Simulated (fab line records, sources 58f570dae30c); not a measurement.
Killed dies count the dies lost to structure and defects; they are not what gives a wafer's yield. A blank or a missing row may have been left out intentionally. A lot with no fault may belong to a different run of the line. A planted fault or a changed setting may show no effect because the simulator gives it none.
Which tool did it? ; flow berkeley cmos170 ; 8 lots, 24 wafers sampled, at 2 steps of a route of 331

== WHAT EACH GAUGE READ, for each wafer ==
UCB170_GATE_THK_MEAS_02.
lot;measured;on;GATE_OXIDE_THK (nm)
L427;day 6 09:48;film metro-02;6.32 6.29 6.54
L428;day 6 09:55;film metro-04;6.58 6.52 6.40
L429;day 6 09:50;film metro-02;6.55 6.58 6.56
L430;day 7 10:35;film metro-01;6.59 6.67 6.71
L431;day 7 10:33;film metro-04;6.59 6.69 6.67
L434;day 8 05:19;film metro-02;7.64 7.49 7.51 7.62 7.53 7.46
L435;day 8 05:23;film metro-01;7.51 7.53 7.59 7.51 7.50 7.62
L436;day 8 05:19;film metro-01;7.43 7.56 7.48 7.35 7.57 7.44

== EACH LOT AND THE TOOL THAT RAN IT (in order: tool; ch and the chambers of the sampled wafers; start) ==
lot;UCB170_GATE_OXIDATION_01
L427;furnace-04 ch 0, day 6 08:17
L428;furnace-04 ch 0, day 6 08:17
L429;furnace-04 ch 0, day 6 08:17
L430;furnace-01 ch 0, day 7 09:03
L431;furnace-01 ch 0, day 7 09:03
L434;furnace-01 ch 0, day 8 03:49
L435;furnace-01 ch 0, day 8 03:49
L436;furnace-01 ch 0, day 8 03:49
- UCB170_GATE_OXIDATION_01: target thk 6.6 nm, ox time 1800 s.

== WHAT THE TOOLS THEMSELVES READ (means of the sampled wafers that have a number; where no wafer has one, the mark that the record gives instead) ==
UCB170_GATE_OXIDATION_01.
lot;tool;spike tc load C (C);tube_center_temp_C_max
L427;furnace-04;879.7;852.1
L428;furnace-04;879.9;852.1
L429;furnace-04;880.6;852.2
L430;furnace-01;875.5;852.5
L431;furnace-01;875.6;852.3
L434;furnace-01;874.7;852.2
L435;furnace-01;876.4;852.2
L436;furnace-01;874.6;852.3

== THE ANSWER, worked out from the rows above alone ==
Rule: what is usual is taken from the lots themselves. Put in order of their means at a reading, lots are off if they are a third of the lots or fewer, leave a main group of 4 or more, and stand apart from it by a gap of 3 or more times the standard deviation of the main group's means; of several such gaps the widest counts. A main group whose means are all the same, to the digits that the tables above print for the reading, isn't used. Also off: a lot with no number at a reading for which 4 or more lots have one. The other lots that the step has rows for count as sound. After the gauges, taken in route order, come the tools' own readings; for these a lot's mean is taken, as printed above. The first step at which some lot is off is used, and at that step the reading that is off furthest; a lot without a number counts as furthest.
None of the lots is off at any reading shown; this tells nothing.

== WHAT HAD BEEN PUT IN BY THE SIMULATOR ==
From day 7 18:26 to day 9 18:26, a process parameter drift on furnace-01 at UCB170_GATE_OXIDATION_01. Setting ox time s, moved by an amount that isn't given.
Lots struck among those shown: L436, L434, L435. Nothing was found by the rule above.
